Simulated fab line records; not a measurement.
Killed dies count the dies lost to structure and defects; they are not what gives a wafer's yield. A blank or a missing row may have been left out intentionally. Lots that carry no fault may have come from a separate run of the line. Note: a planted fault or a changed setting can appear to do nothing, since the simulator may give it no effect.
Which tool was responsible?    flow berkeley_cmos170    10 lots, 30 wafers sampled, at 3 steps of a route of 331

== WHAT THE GAUGES READ, wafer by wafer ==
UCB170_SCREENOX_THK_MEAS_02.
lot   measured      on             SCREENOX_OXIDE_THK (nm)
L877  day 5 06:40   film_metro-04  14.45 14.62 14.37
L878  day 5 06:39   film_metro-03  14.89 15.09 15.07
L880  day 5 06:43   film_metro-03  14.50 14.43 14.21
L879  day 5 06:39   film_metro-02  14.05 14.12 13.97
L883  day 5 22:58   film_metro-04  14.67 14.57 14.71
L890  day 7 04:35   film_metro-02  15.02 14.86 14.85
L891  day 8 05:45   film_metro-03  13.86 14.11 13.96
L896  day 9 12:29   film_metro-03  14.50 14.49 14.63
L899  day 9 18:28   film_metro-04  14.51 14.85 14.50
L900  day 10 04:53  film_metro-02  14.44 14.63 14.26

== WHAT TOOL EACH LOT RAN ON (gives the tool, then ch and the chambers of the sampled wafers, and finally the start) ==
lot   UCB170_ACTIVE_ETCH_15              UCB170_PFIELD_STRIP_08
L877  rie_diel-01 ch 0,2,3, day 4 09:37  plasma_asher-04 ch 0,1, day 4 11:39
L878  rie_diel-02 ch 2,3, day 4 10:10    plasma_asher-01 ch 0,1, day 4 11:53
L880  rie_diel-03 ch 0,2, day 4 11:54    plasma_asher-01 ch 0,1, day 4 13:37
L879  rie_diel-02 ch 0,3, day 4 12:10    plasma_asher-01 ch 0,1, day 4 14:05
L883  rie_diel-01 ch 1,3, day 5 06:04    plasma_asher-01 ch 0,1, day 5 07:54
L890  rie_diel-02 ch 0,3, day 6 08:27    plasma_asher-03 ch 0,1, day 6 10:07
L891  rie_diel-01 ch 0,1,2, day 6 22:29  plasma_asher-03 ch 0,1, day 7 01:53
L896  rie_diel-02 ch 1,2,3, day 8 09:52  plasma_asher-04 ch 0,1, day 8 12:59
L899  rie_diel-03 ch 0,1,2, day 8 15:51  plasma_asher-04 ch 0,1, day 8 17:37
L900  rie_diel-03 ch 1,2, day 9 02:50    plasma_asher-01 ch 0,1, day 9 04:34
- UCB170_ACTIVE_ETCH_15: etches Si3N4 in CH3F/Ar/O2, stops on SiO2, target depth 242 nm, time 151 s.
- UCB170_PFIELD_STRIP_08: strips in O2.

== THE ANSWER, worked out from the rows above alone ==
Rule: the usual values come from the lots themselves. The widest of any qualifying gaps counts: lots, ordered by their means at a reading, are off when they make up no more than a third of the lots, leave a main group of 4 or more, and stand apart from it by 3 or more times the standard deviation of that group's means. If all means in a main group match to the digits the tables above print for the reading, that group is not used. A lot without any number at a reading at which 4 lots or more have one is off too. Any other lot the step has rows for is counted as sound.
No lot is off on any of the readings shown, so nothing can be concluded from this.

== WHAT THE SIMULATOR PUT IN ==
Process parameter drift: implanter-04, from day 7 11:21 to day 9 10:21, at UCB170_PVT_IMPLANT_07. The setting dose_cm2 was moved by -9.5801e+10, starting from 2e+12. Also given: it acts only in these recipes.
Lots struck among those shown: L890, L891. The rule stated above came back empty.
